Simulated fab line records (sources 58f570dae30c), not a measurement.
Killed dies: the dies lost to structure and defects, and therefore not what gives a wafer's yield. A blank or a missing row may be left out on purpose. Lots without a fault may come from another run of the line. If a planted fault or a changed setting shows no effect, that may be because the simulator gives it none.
A lot that was struck, set against a sound lot || flow berkeleyCmos170 || 31 steps out of a route of 331
Sound: wafers L963.2, L963.3, L963.4. Wafers L969.2, L969.3, L969.5 were the ones struck. The cause is named last.
Each step with rows lists, per side, the tool, then ch with its chambers, then its first start. Under that, the readings that differ: sound wafers || struck wafers || difference of the means || sigmas: that difference in standard deviations of wafers without a fault.
alike: same words and numbers on both sides, and readings whose means sit less than 2 such deviations apart. not compared: any withheld reading, any reading some wafer has no value for, any bound like >300 that may hide the same value, and any number with overlapping values for which the record gives no deviation.
The two part at a step that has a row with sigmas, a row that says differs or no value, or rows on one side only. Numbers that have no deviation but don't overlap get no sigmas and don't part them. A reading missing from all wafers of one side parts the sides only when that side holds two or more wafers.

first, 6 steps without rows for these wafers: UCB170_V1_HMDS_06 (prime time 60 s); UCB170_V1_COAT_07 (resist thk 900 nm); UCB170_V1_SOFTBAKE_08 (time 58.18 s); UCB170_V1_EXPOSE_09 (exposes mask VIA1, target cd 700 nm); UCB170_V1_PEB_10; UCB170_V1_DEVELOP_11 (develop time 45 s).
UCB170_V1_CD_MEAS_12: target cd 700 nm.
  sound: cdSem-01 at day 10 02:21; struck: cdSem-02 at day 11 14:49
{"reading": "cdNm (nm)", "sound": "700.0 701.9 700.4", "struck": "696.7 698.0 698.0", "difference": -3.2, "sigmas": -2}
UCB170_V1_OVL_MEAS_13:
  sound: overlay-01 at day 10 02:28; struck: overlay-01 at day 11 14:55
  alike: V1_OVL
UCB170_V1_ETCH_14: etches SiO2 in CHF3/CF4/Ar, stops on Al, target depth 1250 nm, time 299.3 s.
  sound on rieDiel-04 ch 1,2,3, day 10 02:29; struck on rieDiel-01 ch 0,1, day 11 14:57
{"reading": "oesProductAu (a.u.)", "sound": "0.867 0.880 0.900", "struck": "0.859 0.856 0.853", "difference": -0.026, "sigmas": -2}
  alike: drypumpMotorCurrentA, mfcArSccm, throttleValvePct
  not compared: rfHoursCounterH
UCB170_V1_STRIP_15: strips in O2.
  sound on plasmaAsher-03 ch 0,1, day 10 02:40; struck on plasmaAsher-02 ch 0,1, day 11 15:08
  alike: drypumpMotorCurrentA, oesProductAu, stripTimeToEndpointS
  not compared: rfHoursCounterH
UCB170_V1_CD_MEAS_90: target cd 700 nm.
  sound: cdSem-02 at day 10 02:47; struck: cdSem-01 at day 11 15:15
{"reading": "cdNm (nm)", "sound": "700.7 701.4 700.8", "struck": "697.2 698.1 697.1", "difference": -3.5, "sigmas": -2}
then, 1 step without rows for these wafers: UCB170_M2_PRE_CLEAN_00 (preclean etch time 60 s).
UCB170_M2_SPUTTER_01: material Al, target thk 900 nm, time 120 s.
  sound: pvdSputter-02 at day 10 02:57; struck: pvdSputter-02 at day 11 15:25
{"reading": "model.Al_of_M2_SPUTTER_01.thkNm (nm)", "sound": "872.4 904.6 890.6", "struck": "1606 1581 1611", "difference": "+710", "sigmas": ""}
  alike: cathodeDcPowerW, throttleValvePct
UCB170_M2_RS_MEAS_02: uses a four-point probe to measure.
  sound: filmMetro-03 at day 10 03:04; struck: filmMetro-04 at day 11 15:31
{"reading": "M2_AL_RS (ohm/sq)", "sound": "0.0332 0.0320 0.0325", "struck": "0.0179 0.0182 0.0178", "difference": -0.0146, "sigmas": -32}
UCB170_M2_THK_MEAS_03: measures by xrf.
  sound: filmMetro-03 at day 10 03:10; struck: filmMetro-04 at day 11 15:38
{"reading": "M2_AL_THK (nm)", "sound": "886 918 902", "struck": "1620 1599 1631", "difference": "+715", "sigmas": "+55"}
then, 3 steps without rows for these wafers: UCB170_M2_HMDS_04 (prime time 60 s); UCB170_M2_COAT_05 (resist thk 900 nm); UCB170_M2_SOFTBAKE_06 (time 60 s).
UCB170_M2_STRIP_07: strips in O2.
  sound on plasmaAsher-01 ch 0,1, day 10 03:47; struck on plasmaAsher-02 ch 0,1, day 11 16:17
{"reading": "stripTimeToEndpointS (s)", "sound": "21.81 21.80 21.85", "struck": "21.98 21.98 21.96", "difference": "+0.15", "sigmas": "+2"}
  alike: drypumpMotorCurrentA, oesProductAu
  not compared: rfHoursCounterH
then, 7 steps without rows for these wafers: UCB170_M2_STRIP_08 (strips KrF in DMSO, time 600 s); UCB170_M2_COAT_09; UCB170_M2_COAT_10 (resist thk 900 nm); UCB170_M2_SOFTBAKE_11 (time 60 s); UCB170_M2_EXPOSE_12 (exposes mask METAL2, target cd 700 nm); UCB170_M2_PEB_13; UCB170_M2_DEVELOP_14 (develop time 45 s).
UCB170_M2_CD_MEAS_15: target cd 700 nm.
  sound: cdSem-02 at day 10 05:05; struck: cdSem-02 at day 11 19:53
  alike: cdNm
UCB170_M2_OVL_MEAS_16:
  sound: overlay-02 at day 10 05:12; struck: overlay-01 at day 11 19:59
  alike: M2_OVL
UCB170_M2_ETCH_17: etches BARC in N2/H2.
  sound on rieDiel-01 ch 0,1,3, day 10 05:14; struck on rieDiel-01 ch 2,3, day 11 20:01
  alike: drypumpMotorCurrentA, oesProductAu, throttleValvePct
UCB170_M2_METAL_ETCH_18: etches Al in Cl2/BCl3, stops on SiO2, target depth 1170 nm, time 195 s.
  sound on rieMetal-01 ch 0,1, day 10 05:16; struck on rieMetal-03 ch 0, day 11 20:04
{"reading": "oesProductAu (a.u.)", "sound": "0.843 0.861 0.867", "struck": "1.044 1.044 1.038", "difference": "+0.185", "sigmas": "+13"}
  alike: drypumpMotorCurrentA, throttleValvePct
  not compared: rfHoursCounterH
UCB170_M2_STRIP_19: strips in O2.
  sound on plasmaAsher-02 ch 0,1, day 10 05:28; struck on plasmaAsher-04 ch 0,1, day 11 20:15
  alike: drypumpMotorCurrentA, oesProductAu
  not compared: rfHoursCounterH

## WHERE THEY PART
First at UCB170_V1_CD_MEAS_12; last, within this record, at UCB170_M2_METAL_ETCH_18. Later steps at which nothing parts them and some readings are alike: UCB170_M2_STRIP_19.

WHY: the cause the simulator had injected
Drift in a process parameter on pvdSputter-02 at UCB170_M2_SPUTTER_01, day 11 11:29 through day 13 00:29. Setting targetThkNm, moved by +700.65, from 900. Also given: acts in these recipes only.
